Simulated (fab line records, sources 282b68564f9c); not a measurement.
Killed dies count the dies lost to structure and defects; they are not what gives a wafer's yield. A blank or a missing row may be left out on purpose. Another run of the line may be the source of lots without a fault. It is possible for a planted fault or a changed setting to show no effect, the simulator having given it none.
fab line records + flow rit_cmos
record
- lots=15
- wafers=45
- last_day=6
route steps=202 shown ACTIVE@4 FOX2@27 NWELL@37 PWELL@45 M1@202
lots with no fault: from the same line, run without faults
start_h: hours from the record's opening day to when the first of the lot's shown wafers began + wait_h: hours since the lot's step before + " identical to the entry in the row above + L1.1+2: a row that stands for several wafers + - value missing, or start not given + * or withheld: withheld + < > ~ a bound
route shown NAME@n: names a module that has steps shown in the file, with the first one's number in the route + usual: mean/standard deviation taken from wafers without a fault + same: alike in all rows + chamber/n: place in a boat + sites: per-site readings + _std_site: their standard deviation + _edge_site: mean of outer sites minus mean of inner sites + radius_mm: for every site, how far away it sits from the centre of the wafer + mask NAME#n: copy n + behind: tool/chamber where the wafer was last shaped + hold: reason for holding the lot/hours on hold/outcome of the hold + device: names the non-switching transistor (n, p or np) + end of line: tests of these same wafers at the route's end + a step without rows: its recipe alone + killed: dies lost to structure and defects at the first sort, not the wafer's yield + map: shows each die of a wafer: x if killed, . if not, _ if none is there
set.NAME: the run value of the setting; set.NAME@STEP: its run value at that earlier step + model.NAME: the simulator's own value behind a step, which no gauge read
a sample of lots followed through the steps of the route, with each step as a table and each wafer as a row
services: a tool's chamber out of use, with start hour (start_h, from the record's first day; less than 0 if before it), hours out, and reason
## steps
# step RIT_ACTIVE_CVD_03
# recipe
- material=Si3N4
- target_thk_nm=150
- temp_c=810
- precursor=SiH2Cl2/NH3
- time_s=1500
- pressure_mtorr=300
- sih2cl2_flow_sccm=60
- nh3_flow_sccm=150
# usual
- nh3_flow_sccm=149.9/0.47
- pressure_mtorr=300.2/0.69
| lot.wafer | tool     | chamber | start_h | wait_h | nh3_flow_sccm | pressure_mtorr |
|-----------|----------|---------|---------|--------|---------------|----------------|
| L626.3    | lpcvd-01 | 1       | 12.21   | 0.0    | 149.7         | 300.5          |
| L626.5    | "        | 1       | "       | "      | 150.2         | 299.7          |
| L626.6    | "        | 1       | "       | "      | 150.5         | 300.0          |
| L627.1    | lpcvd-01 | 0       | 17.31   | 0.1    | 150.4         | 300.1          |
| L627.2    | "        | 0       | "       | "      | 150.1         | 300.1          |
| L627.6    | "        | 0       | "       | "      | 150.2         | 300.2          |
| L628.1    | lpcvd-01 | 0       | 23.09   | 0.1    | 149.4         | 299.4          |
| L628.2    | "        | 0       | "       | "      | 149.9         | 300.0          |
| L628.3    | "        | 0       | "       | "      | 150.1         | 299.6          |
| L629.1    | lpcvd-01 | 1       | 27.13   | 0.1    | 150.4         | 300.4          |
| L629.4    | "        | 1       | "       | "      | 150.2         | 299.6          |
| L629.5    | "        | 1       | "       | "      | 149.4         | 300.4          |
| L630.2    | lpcvd-01 | 1       | 32.50   | 0.0    | 150.0         | 301.0          |
| L630.4    | "        | 1       | "       | "      | 149.8         | 301.7          |
| L630.6    | "        | 1       | "       | "      | 149.9         | 301.4          |
| L632.1    | lpcvd-02 | 0       | 44.09   | 0.1    | 149.9         | 300.8          |
| L632.2    | "        | 0       | "       | "      | 149.6         | 300.1          |
| L632.3    | "        | 0       | "       | "      | 150.3         | 300.0          |
| L635.3    | lpcvd-01 | 1       | 58.42   | 0.4    | -             | -              |
| L635.5    | "        | 1       | "       | "      | -             | -              |
| L635.6    | "        | 1       | "       | "      | -             | -              |
| L636.1    | lpcvd-01 | 1       | 62.11   | 0.1    | -             | -              |
| L636.3    | "        | 1       | "       | "      | -             | -              |
| L636.5    | "        | 1       | "       | "      | -             | -              |
| L637.2    | lpcvd-01 | 0       | 67.11   | 0.0    | -             | -              |
| L637.4    | "        | 0       | "       | "      | -             | -              |
| L637.5    | "        | 0       | "       | "      | -             | -              |
| L640.1    | lpcvd-02 | 0       | 82.11   | 0.1    | 149.7         | 300.4          |
| L640.2    | "        | 0       | "       | "      | 148.9         | 301.2          |
| L640.3    | "        | 0       | "       | "      | 148.6         | 300.4          |
| L641.1    | lpcvd-01 | 0       | 88.45   | 0.1    | 150.3         | 300.0          |
| L641.5    | "        | 0       | "       | "      | 150.3         | 300.0          |
| L641.6    | "        | 0       | "       | "      | 150.1         | 299.7          |
| L642.2    | lpcvd-02 | 0       | 92.69   | 0.0    | 148.6         | 300.5          |
| L642.4    | "        | 0       | "       | "      | 148.9         | 301.2          |
| L642.6    | "        | 0       | "       | "      | 149.4         | 300.7          |
| L643.2    | lpcvd-02 | 0       | 97.33   | 0.0    | 150.0         | 301.1          |
| L643.4    | "        | 0       | "       | "      | 150.7         | 301.0          |
| L643.6    | "        | 0       | "       | "      | 150.4         | 301.5          |
| L644.1    | lpcvd-01 | 0       | 103.22  | 0.1    | 150.0         | 300.2          |
| L644.4    | "        | 0       | "       | "      | 150.3         | 299.7          |
| L644.5    | "        | 0       | "       | "      | 150.1         | 300.7          |
| L645.4    | lpcvd-01 | 0       | 107.11  | 0.0    | 149.8         | 300.9          |
| L645.5    | "        | 0       | "       | "      | 149.9         | 301.2          |
| L645.6    | "        | 0       | "       | "      | 150.1         | 300.4          |
# step RIT_ACTIVE_CD_MEAS_90
# recipe
- target_cd_nm=1400
# usual
- cd_nm=1400.0/2.3
| lot.wafer | tool      | chamber | start_h | wait_h | cd_nm  |
|-----------|-----------|---------|---------|--------|--------|
| L626.3    | cd_sem-02 | -       | 15.16   | 0.1    | 1401.1 |
| L626.5    | "         | -       | "       | "      | 1401.3 |
| L626.6    | "         | -       | "       | "      | 1400.6 |
| L627.1    | cd_sem-02 | -       | 20.37   | 0.1    | 1404.7 |
| L627.2    | "         | -       | "       | "      | 1402.7 |
| L627.6    | "         | -       | "       | "      | 1401.9 |
| L628.1    | cd_sem-02 | -       | 26.04   | 0.2    | 1401.4 |
| L628.2    | "         | -       | "       | "      | 1402.4 |
| L628.3    | "         | -       | "       | "      | 1398.9 |
| L629.1    | cd_sem-02 | -       | 30.16   | 0.1    | 1401.7 |
| L629.4    | "         | -       | "       | "      | 1402.9 |
| L629.5    | "         | -       | "       | "      | 1402.4 |
| L630.2    | cd_sem-02 | -       | 35.43   | 0.1    | 1402.3 |
| L630.4    | "         | -       | "       | "      | 1400.7 |
| L630.6    | "         | -       | "       | "      | 1399.9 |
| L632.1    | cd_sem-02 | -       | 47.06   | 0.1    | 1398.7 |
| L632.2    | "         | -       | "       | "      | 1399.0 |
| L632.3    | "         | -       | "       | "      | 1401.8 |
| L635.3    | cd_sem-02 | -       | 61.36   | 0.1    | -      |
| L635.5    | "         | -       | "       | "      | -      |
| L635.6    | "         | -       | "       | "      | -      |
| L636.1    | cd_sem-01 | -       | 65.13   | 0.1    | -      |
| L636.3    | "         | -       | "       | "      | -      |
| L636.5    | "         | -       | "       | "      | -      |
| L637.2    | cd_sem-02 | -       | 70.16   | 0.1    | -      |
| L637.4    | "         | -       | "       | "      | -      |
| L637.5    | "         | -       | "       | "      | -      |
| L640.1    | cd_sem-01 | -       | 85.02   | 0.1    | 1397.0 |
| L640.2    | "         | -       | "       | "      | 1397.2 |
| L640.3    | "         | -       | "       | "      | 1399.4 |
| L641.1    | cd_sem-02 | -       | 91.48   | 0.1    | 1399.2 |
| L641.5    | "         | -       | "       | "      | 1398.8 |
| L641.6    | "         | -       | "       | "      | 1397.5 |
| L642.2    | cd_sem-02 | -       | 95.62   | 0.1    | 1399.0 |
| L642.4    | "         | -       | "       | "      | 1397.5 |
| L642.6    | "         | -       | "       | "      | 1400.8 |
| L643.2    | cd_sem-02 | -       | 100.26  | 0.1    | 1399.6 |
| L643.4    | "         | -       | "       | "      | 1399.6 |
| L643.6    | "         | -       | "       | "      | 1400.9 |
| L644.1    | cd_sem-01 | -       | 106.25  | 0.1    | 1402.3 |
| L644.4    | "         | -       | "       | "      | 1403.2 |
| L644.5    | "         | -       | "       | "      | 1403.6 |
| L645.4    | cd_sem-01 | -       | 110.20  | 0.1    | 1399.5 |
| L645.5    | "         | -       | "       | "      | 1402.8 |
| L645.6    | "         | -       | "       | "      | 1399.9 |
# step RIT_FOX2_THK_MEAS_90
# recipe
- reads=SiO2_of_FOX2_OXIDATION_00
# usual
- FIELD_OXIDE_LEFT_1_THK=322/5.8
| lot.wafer | tool          | chamber | start_h | wait_h | FIELD_OXIDE_LEFT_1_THK[nm] |
|-----------|---------------|---------|---------|--------|----------------------------|
| L626.3    | film_metro-04 | -       | 20.95   | 0.0    | 333                        |
| L626.5    | "             | -       | "       | "      | 335                        |
| L626.6    | "             | -       | "       | "      | 333                        |
| L627.1    | film_metro-02 | -       | 26.43   | 0.0    | 319                        |
| L627.2    | "             | -       | "       | "      | 316                        |
| L627.6    | "             | -       | "       | "      | 314                        |
| L628.1    | film_metro-04 | -       | 30.32   | 0.0    | 322                        |
| L628.2    | "             | -       | "       | "      | 315                        |
| L628.3    | "             | -       | "       | "      | 316                        |
| L629.1    | film_metro-04 | -       | 35.92   | 0.0    | 321                        |
| L629.4    | "             | -       | "       | "      | 319                        |
| L629.5    | "             | -       | "       | "      | 321                        |
| L630.2    | film_metro-01 | -       | 41.54   | 0.0    | 321                        |
| L630.4    | "             | -       | "       | "      | 316                        |
| L630.6    | "             | -       | "       | "      | 328                        |
| L632.1    | film_metro-01 | -       | 53.03   | 0.0    | 322                        |
| L632.2    | "             | -       | "       | "      | 324                        |
| L632.3    | "             | -       | "       | "      | 321                        |
| L640.1    | film_metro-04 | -       | 90.38   | 0.0    | 321                        |
| L640.2    | "             | -       | "       | "      | 320                        |
| L640.3    | "             | -       | "       | "      | 325                        |
| L641.1    | film_metro-01 | -       | 97.40   | 0.0    | 324                        |
| L641.5    | "             | -       | "       | "      | 324                        |
| L641.6    | "             | -       | "       | "      | 322                        |
| L642.2    | film_metro-02 | -       | 101.93  | 0.0    | 323                        |
| L642.4    | "             | -       | "       | "      | 325                        |
| L642.6    | "             | -       | "       | "      | 322                        |
| L643.2    | film_metro-02 | -       | 105.53  | 0.0    | 327                        |
| L643.4    | "             | -       | "       | "      | 330                        |
| L643.6    | "             | -       | "       | "      | 328                        |
| L644.1    | film_metro-01 | -       | 112.74  | 0.0    | 332                        |
| L644.4    | "             | -       | "       | "      | 330                        |
| L644.5    | "             | -       | "       | "      | 335                        |
| L645.4    | film_metro-02 | -       | 115.95  | 0.0    | 323                        |
| L645.5    | "             | -       | "       | "      | 324                        |
| L645.6    | "             | -       | "       | "      | 327                        |
# step RIT_NWELL_STRIP_09
# recipe
- chemistry=O2
- time_s=180
- resist=NOVOLAK
- platen_temp_c=withheld
- power_w=500
- pressure_mtorr=4000
- o2_flow_sccm=4000
# usual
- drypump_motor_current_A=5.7/0.54
| lot.wafer | tool            | chamber | start_h | wait_h | drypump_motor_current_A | rf_hours_counter_h |
|-----------|-----------------|---------|---------|--------|-------------------------|--------------------|
| L626.3    | plasma_asher-02 | 0       | 22.49   | 0.1    | 5.7                     | -                  |
| L626.5    | "               | 0       | "       | "      | 5.7                     | -                  |
| L626.6    | "               | 1       | "       | "      | 5.8                     | -                  |
| L627.1    | plasma_asher-03 | 1       | 27.94   | 0.1    | 4.9                     | 20                 |
| L627.2    | "               | 0       | "       | "      | 6.4                     | 20                 |
| L627.6    | "               | 0       | "       | "      | 6.4                     | -                  |
| L628.1    | plasma_asher-01 | 1       | 31.96   | 0.1    | 6.5                     | 41                 |
| L628.2    | "               | 0       | "       | "      | 5.2                     | 41                 |
| L628.3    | "               | 1       | "       | "      | 6.5                     | -                  |
| L629.1    | plasma_asher-02 | 0       | 37.30   | 0.1    | 5.7                     | 38                 |
| L629.4    | "               | 0       | "       | "      | 5.7                     | -                  |
| L629.5    | "               | 0       | "       | "      | 5.7                     | -                  |
| L630.2    | plasma_asher-02 | 1       | 42.91   | 0.1    | 5.8                     | 38                 |
| L630.4    | "               | 1       | "       | "      | 5.7                     | -                  |
| L630.6    | "               | 1       | "       | "      | 5.7                     | -                  |
| L632.1    | plasma_asher-02 | 1       | 54.40   | 0.1    | 5.8                     | 40                 |
| L632.2    | "               | 0       | "       | "      | 5.7                     | 40                 |
| L632.3    | "               | 0       | "       | "      | 5.7                     | -                  |
| L640.1    | plasma_asher-01 | 1       | 91.75   | 0.1    | 6.5                     | 47                 |
| L640.2    | "               | 0       | "       | "      | 5.2                     | 47                 |
| L640.3    | "               | 1       | "       | "      | 6.5                     | -                  |
| L641.1    | plasma_asher-02 | 0       | 98.90   | 0.1    | 5.7                     | 45                 |
| L641.5    | "               | 1       | "       | "      | 5.8                     | -                  |
| L641.6    | "               | 0       | "       | "      | 5.7                     | -                  |
| L642.2    | plasma_asher-02 | 0       | 103.30  | 0.1    | 5.7                     | 45                 |
| L642.4    | "               | 0       | "       | "      | 5.7                     | -                  |
| L642.6    | "               | 1       | "       | "      | 5.8                     | -                  |
| L643.2    | plasma_asher-01 | 1       | 107.02  | 0.1    | 6.5                     | 48                 |
| L643.4    | "               | 1       | "       | "      | 6.5                     | -                  |
| L643.6    | "               | 1       | "       | "      | 6.5                     | -                  |
| L644.1    | plasma_asher-01 | 0       | 114.24  | 0.1    | 5.2                     | 50                 |
| L644.4    | "               | 1       | "       | "      | 6.4                     | -                  |
| L644.5    | "               | 1       | "       | "      | 6.5                     | -                  |
| L645.4    | plasma_asher-01 | 0       | 117.36  | 0.1    | 5.2                     | -                  |
| L645.5    | "               | 0       | "       | "      | 5.2                     | -                  |
| L645.6    | "               | 1       | "       | "      | 6.5                     | -                  |
# step RIT_PWELL_OVL_MEAS_06
# usual
- PWELL_OVL=0.9/1.4
| lot.wafer | tool       | chamber | start_h | wait_h | PWELL_OVL[nm] |
|-----------|------------|---------|---------|--------|---------------|
| L626.3    | overlay-01 | -       | 23.56   | -      | 4.7           |
| L626.5    | "          | -       | "       | "      | 1.5           |
| L626.6    | "          | -       | "       | "      | 3.4           |
| L627.1    | overlay-01 | -       | 29.18   | -      | 3.8           |
| L627.2    | "          | -       | "       | "      | 1.0           |
| L627.6    | "          | -       | "       | "      | 3.7           |
| L628.1    | overlay-02 | -       | 33.20   | -      | 1.6           |
| L628.2    | "          | -       | "       | "      | -0.1          |
| L628.3    | "          | -       | "       | "      | 1.3           |
| L629.1    | overlay-02 | -       | 38.41   | -      | 2.0           |
| L629.4    | "          | -       | "       | "      | 0.9           |
| L629.5    | "          | -       | "       | "      | 0.9           |
| L630.2    | overlay-02 | -       | 44.03   | -      | 0.3           |
| L630.4    | "          | -       | "       | "      | 0.8           |
| L630.6    | "          | -       | "       | "      | 1.6           |
| L632.1    | overlay-01 | -       | 55.52   | -      | -1.4          |
| L632.2    | "          | -       | "       | "      | -1.4          |
| L632.3    | "          | -       | "       | "      | 0.7           |
| L640.1    | overlay-02 | -       | 92.99   | -      | -1.2          |
| L640.2    | "          | -       | "       | "      | -1.2          |
| L640.3    | "          | -       | "       | "      | -0.1          |
| L641.1    | overlay-01 | -       | 100.02  | -      | 0.5           |
| L641.5    | "          | -       | "       | "      | 0.4           |
| L641.6    | "          | -       | "       | "      | 0.5           |
| L642.2    | overlay-02 | -       | 104.54  | -      | 1.3           |
| L642.4    | "          | -       | "       | "      | 1.1           |
| L642.6    | "          | -       | "       | "      | 1.3           |
| L643.2    | overlay-02 | -       | 108.26  | -      | -0.2          |
| L643.4    | "          | -       | "       | "      | -1.4          |
| L643.6    | "          | -       | "       | "      | -0.2          |
| L644.1    | overlay-02 | -       | 115.48  | -      | 0.6           |
| L644.4    | "          | -       | "       | "      | 2.2           |
| L644.5    | "          | -       | "       | "      | 1.6           |
| L645.4    | overlay-02 | -       | 118.60  | -      | -0.9          |
| L645.5    | "          | -       | "       | "      | 1.6           |
| L645.6    | "          | -       | "       | "      | 0.7           |
# step RIT_M1_PROBE_99
# usual
- killed_at_contacts=0.0/0.22
- killed_at_front_end=7/3.3
- killed_dies=7/3.3
- killed_on_rim=1.9/1.4
- killed_open=3.3/1.9
- killed_short=3.6/2.1
# same
- gross_dies=264
- killed_at_M0_to_M3=0
- killed_at_M4_up=0
- killed_at_back_side=0
- killed_at_other=0
| lot.wafer | tool      | chamber | start_h | wait_h | killed_at_contacts | killed_at_front_end | killed_dies | killed_on_rim | killed_open | killed_short |
|-----------|-----------|---------|---------|--------|--------------------|---------------------|-------------|---------------|-------------|--------------|
| L632.1    | prober-01 | -       | 91.85   | 0.1    | 0                  | 7                   | 7           | 1             | 2           | 5            |
| L632.2    | prober-01 | -       | 91.90   | 0.1    | 0                  | 15                  | 15          | 6             | 7           | 8            |
| L632.3    | prober-01 | -       | 91.95   | 0.2    | 0                  | 7                   | 7           | 2             | 5           | 2            |
| L635.3    | prober-02 | -       | 104.51  | 0.2    | 0                  | 264                 | 264         | 70            | 0           | 0            |
| L635.5    | prober-02 | -       | 104.61  | 0.2    | 0                  | 264                 | 264         | 70            | 2           | 1            |
| L635.6    | prober-02 | -       | 104.66  | 0.2    | 0                  | 264                 | 264         | 70            | 0           | 0            |
| L636.1    | prober-01 | -       | 111.88  | 0.1    | 0                  | 264                 | 264         | 70            | 0           | 0            |
| L636.3    | prober-01 | -       | 111.98  | 0.2    | 0                  | 264                 | 264         | 70            | 2           | 0            |
| L636.5    | prober-01 | -       | 112.08  | 0.2    | 0                  | 264                 | 264         | 70            | 1           | 1            |
| L637.2    | prober-02 | -       | 119.90  | 0.1    | 0                  | 264                 | 264         | 70            | 3           | 3            |
| L637.4    | prober-02 | -       | 120.00  | 0.2    | 0                  | 264                 | 264         | 70            | 1           | 0            |
| L637.5    | prober-02 | -       | 120.05  | 0.2    | 0                  | 264                 | 264         | 70            | 1           | 0            |
| L641.1    | prober-02 | -       | 139.01  | 0.1    | 0                  | 7                   | 7           | 3             | 3           | 4            |
| L641.5    | prober-02 | -       | 139.21  | 0.2    | 0                  | 7                   | 7           | 1             | 1           | 6            |
| L641.6    | prober-02 | -       | 139.26  | 0.2    | 0                  | 9                   | 9           | 2             | 2           | 7            |
| L644.1    | prober-01 | -       | 150.66  | 0.1    | 0                  | 6                   | 6           | 2             | 2           | 4            |
| L644.4    | prober-01 | -       | 150.81  | 0.2    | 0                  | 12                  | 12          | 3             | 5           | 7            |
| L644.5    | prober-01 | -       | 150.86  | 0.2    | 0                  | 4                   | 4           | 2             | 0           | 4            |
# killed by level:class
L632.1 FOX1:geometric_particle:short=2 REOX:geometric_particle:short=2 REOX:geometric_particle:open=1 SPACER:geometric_particle:short=1 SILICIDE:geometric_particle:open=1
L632.2 GATE:geometric_particle:short=5 SPACER:geometric_particle:open=4 GATE:geometric_particle:open=2 FOX1:geometric_particle:short=1 FOX2:geometric_particle:short=1 REOX:geometric_particle:open=1 SPACER:geometric_particle:short=1
L632.3 GATE:geometric_particle:open=2 REOX:geometric_particle:open=2 FOX1:geometric_particle:short=1 SPACER:geometric_particle:short=1 SPACER:geometric_particle:open=1
L635.3 ACTIVE:lost_pattern=263 ACTIVE:area_cvd=1
L635.5 ACTIVE:lost_pattern=260 GATE:geometric_particle:open=1 GATE:geometric_particle:short=1 SPACER:geometric_particle:open=1 ACTIVE:area_cvd=1
L635.6 ACTIVE:lost_pattern=264
L636.1 ACTIVE:lost_pattern=264
L636.3 ACTIVE:lost_pattern=261 FOX1:geometric_particle:open=1 SILICIDE:geometric_particle:open=1 ACTIVE:area_cvd=1
L636.5 ACTIVE:lost_pattern=259 ACTIVE:area_cvd=3 FOX2:geometric_particle:open=1 SILICIDE:geometric_particle:short=1
L637.2 ACTIVE:lost_pattern=255 GATE:geometric_particle:open=3 ACTIVE:area_cvd=3 FOX2:geometric_particle:short=2 GATE:geometric_particle:short=1
L637.4 ACTIVE:lost_pattern=261 ACTIVE:area_cvd=2 FOX1:geometric_particle:open=1
L637.5 ACTIVE:lost_pattern=260 ACTIVE:area_cvd=3 SPACER:geometric_particle:open=1
L641.1 GATE:geometric_particle:open=2 SILICIDE:geometric_particle:short=2 FOX1:geometric_particle:short=1 FOX1:geometric_particle:open=1 GATE:geometric_particle:short=1
L641.5 GATE:geometric_particle:short=2 FOX1:geometric_particle:short=1 FOX2:geometric_particle:short=1 GATE:geometric_particle:open=1 SPACER:geometric_particle:short=1 SILICIDE:geometric_particle:short=1
L641.6 FOX1:geometric_particle:short=4 GATE:geometric_particle:short=2 SPACER:geometric_particle:open=2 SPACER:geometric_particle:short=1
L644.1 REOX:geometric_particle:short=2 FOX1:geometric_particle:open=1 GATE:geometric_particle:open=1 GATE:geometric_particle:short=1 SPACER:geometric_particle:short=1
L644.4 REOX:geometric_particle:short=3 SPACER:geometric_particle:short=3 GATE:geometric_particle:open=2 FOX1:geometric_particle:open=1 FOX1:geometric_particle:short=1 REOX:geometric_particle:open=1 SPACER:geometric_particle:open=1
L644.5 GATE:geometric_particle:short=2 SILICIDE:geometric_particle:short=2
## services
| tool            | chamber | start_h | hours | kind       |
|-----------------|---------|---------|-------|------------|
| plasma_asher-03 | -       | 41.25   | 0.8   | repair     |
| plasma_asher-03 | -       | 99.91   | 28.1  | pm         |
| plasma_asher-02 | -       | 108.75  | 9.0   | pm         |
| plasma_asher-02 | 0       | 108.75  | 9.0   | vent_cycle |
| plasma_asher-02 | 1       | 108.75  | 9.0   | vent_cycle |
## key
first_sign
- step=RIT_ACTIVE_CVD_03
- reading=tool_record
- direction=missing
effect
- step=RIT_ACTIVE_CD_MEAS_90
- reading=cd_nm
- direction=missing
effect
- step=RIT_M1_PROBE_99
- reading=killed_at_front_end
- direction=up
- sigmas=79
- usual=7
- struck=264
- through=control_loop
met_at RIT_ACTIVE_CVD_03
struck_lots L635,L636,L637
later_rows_left_out L635.3,L635.5,L635.6,L636.1,L636.3,L636.5,L637.2,L637.4,L637.5
tester_left_out L635,L636,L637
loop_trim
- step=RIT_M1_EXPOSE_06
- setting=dose
- lots=L635
not_acting_at RIT_FOX2_THK_MEAS_90,RIT_NWELL_STRIP_09,RIT_PWELL_OVL_MEAS_06
onset_between 32.50 58.42
fault
- kind=skipped_step_whole
- tool=lpcvd-01
- chamber=-
- onset_h=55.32
- steps=RIT_ACTIVE_CVD_03
- scope=struck_lots_only
# tester_left_out: of these lots the tester's yield and bins aren't shown, on N5 and GAA mostly nor the transistor test; their killed dies are dies lost to structure and defects alone, not to doping, threshold or leakage, so they don't give the yield
# later_rows_left_out: the simulator's readings of these wafers behind a module that went badly wrong aren't trusted and aren't shown, but for the sort
# loop_trim: a control loop set the setting to another value than it would have without faults
